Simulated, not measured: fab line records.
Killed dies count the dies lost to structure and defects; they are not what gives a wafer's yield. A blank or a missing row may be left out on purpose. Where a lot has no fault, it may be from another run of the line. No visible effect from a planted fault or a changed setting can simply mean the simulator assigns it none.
Which tool did it? :: flow rit_cmos :: 15 lots, 45 wafers sampled, at 2 steps of a route of 202

== WHAT EACH GAUGE READ, for each wafer ==
The record holds no reading of a measuring or inspecting step that can be judged against a usual standard deviation.

== WHAT TOOL EACH LOT RAN ON (gives the tool, then ch and the chambers of the sampled wafers, and finally the start) ==
lot: L908
RIT_M1_METAL_ETCH_12: rie_metal-04 ch 0,1, day 3 09:55
RIT_M1_PROBE_99: prober-01, day 3 12:11

lot: L909
RIT_M1_METAL_ETCH_12: rie_metal-03 ch 0,1, day 3 18:47
RIT_M1_PROBE_99: prober-02, day 3 21:02

lot: L910
RIT_M1_METAL_ETCH_12: rie_metal-04 ch 0,1, day 3 22:54
RIT_M1_PROBE_99: prober-01, day 4 01:12

lot: L911
RIT_M1_METAL_ETCH_12: rie_metal-03 ch 0,1, day 4 04:26
RIT_M1_PROBE_99: prober-02, day 4 06:42

lot: L913
RIT_M1_METAL_ETCH_12: rie_metal-03 ch 0,1, day 4 12:17
RIT_M1_PROBE_99: prober-02, day 4 14:32

lot: L914
RIT_M1_METAL_ETCH_12: rie_metal-04 ch 0,1, day 4 18:47
RIT_M1_PROBE_99: prober-01, day 4 21:02

lot: L916
RIT_M1_METAL_ETCH_12: rie_metal-01 ch 0,1, day 5 07:59
RIT_M1_PROBE_99: prober-01, day 6 07:39

lot: L918
RIT_M1_METAL_ETCH_12: rie_metal-03 ch 0,1, day 5 15:08
RIT_M1_PROBE_99: prober-01, day 6 08:33

lot: L919
RIT_M1_METAL_ETCH_12: rie_metal-01 ch 0,1, day 5 21:20
RIT_M1_PROBE_99: prober-01, day 6 07:57

lot: L920
RIT_M1_METAL_ETCH_12: rie_metal-04 ch 0,1, day 6 00:08
RIT_M1_PROBE_99: prober-01, day 6 09:06

lot: L925
RIT_M1_METAL_ETCH_12: rie_metal-04 ch 0,1, day 7 00:39
RIT_M1_PROBE_99: prober-01, day 7 03:00

lot: L927
RIT_M1_METAL_ETCH_12: rie_metal-04 ch 0,1, day 7 11:18
RIT_M1_PROBE_99: prober-02, day 7 13:35

lot: L928
RIT_M1_METAL_ETCH_12: rie_metal-03 ch 0,1, day 7 17:14
RIT_M1_PROBE_99: prober-01, day 7 19:29

lot: L930
RIT_M1_METAL_ETCH_12: rie_metal-04 ch 0,1, day 8 02:11
RIT_M1_PROBE_99: prober-01, day 8 04:28

lot: L931
RIT_M1_METAL_ETCH_12: rie_metal-03 ch 0, day 8 06:37
RIT_M1_PROBE_99: prober-02, day 8 08:53
- RIT_M1_METAL_ETCH_12: etches Al in Cl2/BCl3, stops on SiO2, time 165 s, target depth 600 nm.
- RIT_M1_PROBE_99

== WHAT THE TOOLS THEMSELVES READ (means of the sampled wafers that have a number; where no wafer has one, the mark that the record gives instead) ==
RIT_M1_METAL_ETCH_12.
lot: L908
tool: rie_metal-04
drypump_motor_current_A (A): 6.0
oes_product_au (a.u.): 0.780
rf_fwd_power_W (W): 250.0
throttle_valve_pct (%): 8.19

lot: L909
tool: rie_metal-03
drypump_motor_current_A (A): 6.3
oes_product_au (a.u.): 0.771
rf_fwd_power_W (W): 248.6
throttle_valve_pct (%): 8.31

lot: L910
tool: rie_metal-04
drypump_motor_current_A (A): 6.2
oes_product_au (a.u.): 0.758
rf_fwd_power_W (W): 249.8
throttle_valve_pct (%): 8.17

lot: L911
tool: rie_metal-03
drypump_motor_current_A (A): 6.3
oes_product_au (a.u.): 0.782
rf_fwd_power_W (W): 248.5
throttle_valve_pct (%): 8.31

lot: L913
tool: rie_metal-03
drypump_motor_current_A (A): 6.4
oes_product_au (a.u.): 0.771
rf_fwd_power_W (W): 248.7
throttle_valve_pct (%): 8.26

lot: L914
tool: rie_metal-04
drypump_motor_current_A (A): 6.0
oes_product_au (a.u.): 0.764
rf_fwd_power_W (W): 248.4
throttle_valve_pct (%): 8.19

lot: L916
tool: rie_metal-01
drypump_motor_current_A (A): 5.6
oes_product_au (a.u.): 0.793
rf_fwd_power_W (W): 249.2
throttle_valve_pct (%): 8.30

lot: L918
tool: rie_metal-03
drypump_motor_current_A (A): 6.4
oes_product_au (a.u.): 0.777
rf_fwd_power_W (W): 248.5
throttle_valve_pct (%): 8.26

lot: L919
tool: rie_metal-01
drypump_motor_current_A (A): 5.5
oes_product_au (a.u.): 0.787
rf_fwd_power_W (W): 248.6
throttle_valve_pct (%): 8.27

lot: L920
tool: rie_metal-04
drypump_motor_current_A (A): 6.2
oes_product_au (a.u.): 0.764
rf_fwd_power_W (W): 249.5
throttle_valve_pct (%): 8.16

lot: L925
tool: rie_metal-04
drypump_motor_current_A (A): 6.0
oes_product_au (a.u.): 0.773
rf_fwd_power_W (W): 239.2
throttle_valve_pct (%): 8.19

lot: L927
tool: rie_metal-04
drypump_motor_current_A (A): 6.0
oes_product_au (a.u.): 0.766
rf_fwd_power_W (W): 238.6
throttle_valve_pct (%): 8.20

lot: L928
tool: rie_metal-03
drypump_motor_current_A (A): 6.4
oes_product_au (a.u.): 0.766
rf_fwd_power_W (W): 249.6
throttle_valve_pct (%): 8.26

lot: L930
tool: rie_metal-04
drypump_motor_current_A (A): 6.2
oes_product_au (a.u.): 0.764
rf_fwd_power_W (W): 229.6
throttle_valve_pct (%): 8.16

lot: L931
tool: rie_metal-03
drypump_motor_current_A (A): 6.3
oes_product_au (a.u.): 0.756
rf_fwd_power_W (W): 248.2
throttle_valve_pct (%): 8.36

RIT_M1_PROBE_99.
lot: L908
tool: prober-01
defect_limited_yield (%): 98.4
killed_at_M0_to_M3: 0.0
killed_at_contacts: 0.0
killed_at_front_end: 4.3
killed_dies: 4.3
killed_on_rim: 0.7
killed_open: 2.7
killed_short: 1.7
sort_bin_3_pad_short (%): 0.1
sort_bin_5_function (%): 1.0
sort_bin_6_memory (%): 0.5
sort_n_pass: 259.7
sort_yield_pct (%): 98.4

lot: L909
tool: prober-02
defect_limited_yield (%): 96.8
killed_at_M0_to_M3: 0.0
killed_at_contacts: 0.7
killed_at_front_end: 7.7
killed_dies: 8.3
killed_on_rim: 0.7
killed_open: 4.3
killed_short: 4.0
sort_bin_3_pad_short (%): 0.5
sort_bin_5_function (%): 1.5
sort_bin_6_memory (%): 1.1
sort_n_pass: 255.7
sort_yield_pct (%): 96.8

lot: L910
tool: prober-01
defect_limited_yield (%): 97.1
killed_at_M0_to_M3: 0.0
killed_at_contacts: 0.3
killed_at_front_end: 7.3
killed_dies: 7.7
killed_on_rim: 1.3
killed_open: 4.7
killed_short: 3.0
sort_bin_3_pad_short (%): 0.3
sort_bin_5_function (%): 1.9
sort_bin_6_memory (%): 0.8
sort_n_pass: 256.3
sort_yield_pct (%): 97.1

lot: L911
tool: prober-02
defect_limited_yield (%): 97.3
killed_at_M0_to_M3: 0.0
killed_at_contacts: 0.0
killed_at_front_end: 7.0
killed_dies: 7.0
killed_on_rim: 2.0
killed_open: 3.0
killed_short: 4.0
sort_bin_3_pad_short (%): 0.1
sort_bin_5_function (%): 1.4
sort_bin_6_memory (%): 1.1
sort_n_pass: 257.0
sort_yield_pct (%): 97.3

lot: L913
tool: prober-02
defect_limited_yield (%): 95.7
killed_at_M0_to_M3: 0.0
killed_at_contacts: 0.0
killed_at_front_end: 11.3
killed_dies: 11.3
killed_on_rim: 3.0
killed_open: 5.7
killed_short: 5.7
sort_bin_3_pad_short (%): 0.3
sort_bin_5_function (%): 1.6
sort_bin_6_memory (%): 2.4
sort_n_pass: 252.7
sort_yield_pct (%): 95.7

lot: L914
tool: prober-01
defect_limited_yield (%): 97.9
killed_at_M0_to_M3: 0.0
killed_at_contacts: 0.0
killed_at_front_end: 5.7
killed_dies: 5.7
killed_on_rim: 0.3
killed_open: 3.0
killed_short: 2.7
sort_bin_3_pad_short (%): 0.3
sort_bin_5_function (%): 1.3
sort_bin_6_memory (%): 0.6
sort_n_pass: 258.3
sort_yield_pct (%): 97.9

lot: L916
tool: prober-01
defect_limited_yield (%): 97.8
killed_at_M0_to_M3: 0.0
killed_at_contacts: 0.0
killed_at_front_end: 5.7
killed_dies: 5.7
killed_on_rim: 1.3
killed_open: 2.7
killed_short: 3.0
sort_bin_3_pad_short (%): 0.0
sort_bin_5_function (%): 1.0
sort_bin_6_memory (%): 1.1
sort_n_pass: 258.3
sort_yield_pct (%): 97.8

lot: L918
tool: prober-01
defect_limited_yield (%): 98.7
killed_at_M0_to_M3: 0.0
killed_at_contacts: 0.0
killed_at_front_end: 3.3
killed_dies: 3.3
killed_on_rim: 1.0
killed_open: 1.7
killed_short: 1.7
sort_bin_3_pad_short (%): 0.0
sort_bin_5_function (%): 0.8
sort_bin_6_memory (%): 0.5
sort_n_pass: 260.7
sort_yield_pct (%): 98.7

lot: L919
tool: prober-01
defect_limited_yield (%): 98.1
killed_at_M0_to_M3: 0.0
killed_at_contacts: 0.3
killed_at_front_end: 4.7
killed_dies: 5.0
killed_on_rim: 1.3
killed_open: 4.0
killed_short: 1.0
sort_bin_3_pad_short (%): 0.0
sort_bin_5_function (%): 1.1
sort_bin_6_memory (%): 0.8
sort_n_pass: 259.0
sort_yield_pct (%): 98.1

lot: L920
tool: prober-01
defect_limited_yield (%): 96.7
killed_at_M0_to_M3: 0.0
killed_at_contacts: 0.0
killed_at_front_end: 8.7
killed_dies: 8.7
killed_on_rim: 1.7
killed_open: 4.7
killed_short: 4.0
sort_bin_3_pad_short (%): 0.4
sort_bin_5_function (%): 1.6
sort_bin_6_memory (%): 1.3
sort_n_pass: 255.3
sort_yield_pct (%): 96.7

lot: L925
tool: prober-01
defect_limited_yield (%): 98.2
killed_at_M0_to_M3: 0.0
killed_at_contacts: 0.0
killed_at_front_end: 4.7
killed_dies: 4.7
killed_on_rim: 1.3
killed_open: 2.0
killed_short: 2.7
sort_bin_3_pad_short (%): 0.0
sort_bin_5_function (%): 1.0
sort_bin_6_memory (%): 0.8
sort_n_pass: 259.3
sort_yield_pct (%): 98.2

lot: L927
tool: prober-02
defect_limited_yield (%): 96.6
killed_at_M0_to_M3: 0.0
killed_at_contacts: 0.3
killed_at_front_end: 8.7
killed_dies: 9.0
killed_on_rim: 1.7
killed_open: 4.7
killed_short: 4.3
sort_bin_3_pad_short (%): 0.0
sort_bin_5_function (%): 2.2
sort_bin_6_memory (%): 1.3
sort_n_pass: 255.0
sort_yield_pct (%): 96.6

lot: L928
tool: prober-01
defect_limited_yield (%): 96.5
killed_at_M0_to_M3: 0.0
killed_at_contacts: 0.0
killed_at_front_end: 9.3
killed_dies: 9.3
killed_on_rim: 1.7
killed_open: 4.0
killed_short: 5.3
sort_bin_3_pad_short (%): 0.1
sort_bin_5_function (%): 2.2
sort_bin_6_memory (%): 1.3
sort_n_pass: 254.7
sort_yield_pct (%): 96.5

lot: L930
tool: prober-01
defect_limited_yield (%): 97.1
killed_at_M0_to_M3: 0.0
killed_at_contacts: 0.0
killed_at_front_end: 7.7
killed_dies: 7.7
killed_on_rim: 2.0
killed_open: 4.0
killed_short: 3.7
sort_bin_3_pad_short (%): 0.1
sort_bin_5_function (%): 1.4
sort_bin_6_memory (%): 1.4
sort_n_pass: 256.3
sort_yield_pct (%): 97.1

lot: L931
tool: prober-02
defect_limited_yield (%): 97.1
killed_at_M0_to_M3: 0.3
killed_at_contacts: 0.0
killed_at_front_end: 7.3
killed_dies: 7.7
killed_on_rim: 2.0
killed_open: 4.0
killed_short: 3.7
sort_bin_3_pad_short (%): 0.1
sort_bin_5_function (%): 1.4
sort_bin_6_memory (%): 1.4
sort_n_pass: 256.3
sort_yield_pct (%): 97.1

== THE ANSWER, worked out from the rows above alone ==
Rule: the usual values come from the lots themselves. Put in order of their means at a reading, lots are off if they are a third of the lots or fewer, leave a main group of 4 or more, and stand apart from it by a gap of 3 or more times the standard deviation of the main group's means; of several such gaps the widest counts. The tables above print the reading to a certain number of digits; a main group whose means all agree to those digits is not used. Also off: a lot with no number at a reading for which 4 or more lots have one. The other lots that the step has rows for count as sound. After the gauges, taken in route order, come the tools' own readings; for these a lot's mean is taken, as printed above. The first step at which some lot is off is used, and at that step the reading that is off furthest; a lot without a number counts as furthest.
Off: L925, L927, L930, at RIT_M1_METAL_ETCH_12 (rf_fwd_power_W). The main group has a mean of 249.0 W with a standard deviation of 0.59.
A tool fits if, at that step or a process step before it, it ran every lot that is off, and no sound lot after the first of them. One fits: rie_metal-04 at RIT_M1_METAL_ETCH_12. A fault onset in the window from L920 (day 6 00:08, its last sound lot) to L925 (day 7 00:39, its first lot off) fits.
The tool's own readings at RIT_M1_METAL_ETCH_12 bear it out: on the lots that are off they differ by more than 5 times the standard deviation of the sound lots' means. rf_fwd_power_W reads 235.8 W there against 249.0 W on the sound lots.

== WHAT WAS PUT IN BY THE SIMULATOR ==
rie_metal-04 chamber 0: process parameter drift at RIT_M1_METAL_ETCH_12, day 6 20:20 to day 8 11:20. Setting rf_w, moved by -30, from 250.
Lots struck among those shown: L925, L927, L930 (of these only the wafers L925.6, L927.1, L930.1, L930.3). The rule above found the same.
